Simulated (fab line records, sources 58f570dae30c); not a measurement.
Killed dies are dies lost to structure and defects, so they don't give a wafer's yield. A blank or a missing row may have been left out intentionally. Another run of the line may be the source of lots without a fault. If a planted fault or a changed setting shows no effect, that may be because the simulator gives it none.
Which tool did it? / flow berkeley cmos170 / 6 lots, 18 wafers sampled, at 1 step of a route of 331

## WHAT EACH GAUGE READ, for each wafer
UCB170_PWELL_TW_MEAS_17.
lot=L528; measured=day 3 14:43; on=film metro-01; PWELL_TW=377 376 376
lot=L530; measured=day 3 22:28; on=film metro-04; PWELL_TW=381 381 380
lot=L537; measured=day 5 08:16; on=film metro-03; PWELL_TW=384 382 383
lot=L541; measured=day 6 07:43; on=film metro-01; PWELL_TW=378 377 376
lot=L545; measured=day 7 01:47; on=film metro-01; PWELL_TW=378 378 378
lot=L549; measured=day 7 17:51; on=film metro-03; PWELL_TW=384 386 384

## EACH LOT AND THE TOOL THAT RAN IT (in order: tool; ch and the chambers of the sampled wafers; start)
The record holds no process step before these readings.

## THE ANSWER, worked out from the rows above alone
Rule: what is usual is taken from the lots themselves. Put in order of their means at a reading, lots are off if they are a third of the lots or fewer, leave a main group of 4 or more, and stand apart from it by a gap of 3 or more times the standard deviation of the main group's means; of several such gaps the widest counts. The tables above print the reading to a certain number of digits; a main group whose means all agree to those digits is not used. Also off: a lot with no number at a reading for which 4 or more lots have one. Any other lot the step has rows for is counted as sound.
None of the lots is off at any reading shown; this tells nothing.

## WHAT THE SIMULATOR HAD PUT IN
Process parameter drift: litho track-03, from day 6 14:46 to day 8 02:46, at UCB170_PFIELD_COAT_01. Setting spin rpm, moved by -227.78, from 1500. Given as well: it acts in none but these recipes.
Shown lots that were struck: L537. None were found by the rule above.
